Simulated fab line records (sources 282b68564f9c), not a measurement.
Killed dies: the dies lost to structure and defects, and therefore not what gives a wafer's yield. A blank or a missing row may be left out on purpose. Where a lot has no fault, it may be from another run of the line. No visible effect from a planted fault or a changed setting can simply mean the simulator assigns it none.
8D (eight disciplines) problem report, filled in by code / flow rit-cmos / the parts of the form that need people (team, actions taken, sign-off) are left out

## 1. THE PROBLEM
heater-power-total-W at RIT_NSD_HARDBAKE_07 reads a mean of 60.06 W on 6 wafers of 2 lots; wafers without a fault read 62.54 W with a standard deviation of 0.054. Measured from the usual mean, that is -46 standard deviations.
The step: time 60 s.
The first sign was on wafer L628.1 at day 5 20:02, on litho-track-03. Wafers with a number at this step in the record: 18, from 6 lots. Rule for "out", or "out of limits": more than 4 standard deviations from the usual mean. Any other wafer with a number is counted as sound.

## 2. WHAT IT IS, WHAT IT ISN'T
question=which readings at this step | is=heater-power-total-W, plate-temp-C | is not=-
question=which lots | is=L628, L629 | is not=L616, L620, L635, L636
question=which wafers of those lots | is=all that have a number | is not=-
question=read on which tools | is=litho-track-03 | is not=litho-track-01, litho-track-02
question=when | is=from day 5 20:02 | is not=up to then (6 sound wafers); but 6 sound wafers of L635, L636 came after

## 3. SUSPECTS, AND WHAT RULES EACH OUT
Counting: a tool at any process step up to the reading remains a suspect when it ran all the lots that are out and ran no sound lot after the first of those.
- litho-track-03 at RIT_NSD_HARDBAKE_07 (time 60 s): kept. It ran every lot that is out, first L628 (day 5 20:02), and no sound lot after that; its last sound lot up to then is L616 (day 3 11:09). Out on those wafers are its own readings of heater-power-total-W, plate-temp-C.
Remaining after the count: litho-track-03 at RIT_NSD_HARDBAKE_07.

## 4. THE CAUSE (what the simulator had put in)
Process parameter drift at RIT_NSD_HARDBAKE_07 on litho-track-03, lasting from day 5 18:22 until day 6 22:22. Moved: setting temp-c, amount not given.
Only this tool survived the counting.

## 5. THE CHAIN OF EFFECTS, in route order
One row per reading whose mean, taken over the struck wafers that have a number, lies over 3 standard deviations from the usual. Only readings whose record carries a usual standard deviation are examined. hours: median over the lots of the time between each lot's start at the first step of this table that gives one and its start at this step. sigmas: the change, counted in usual standard deviations.
hours=0; step=RIT_NSD_HARDBAKE_07; reading=heater-power-total-W; usual=62.54 W; on struck wafers=60.06; change=-2.48; sigmas=-46
hours=0; step=RIT_NSD_HARDBAKE_07; reading=plate-temp-C; usual=139.99 C; on struck wafers=135.61; change=-4.38; sigmas=-31
Here are the process steps it includes:
- RIT_NSD_HARDBAKE_07: time 60 s.

## 6. WHAT WOULD HAVE CAUGHT IT SOONER
In this record the first reading out of limits was taken at day 5 20:02, 2 hours after the fault began at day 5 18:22.
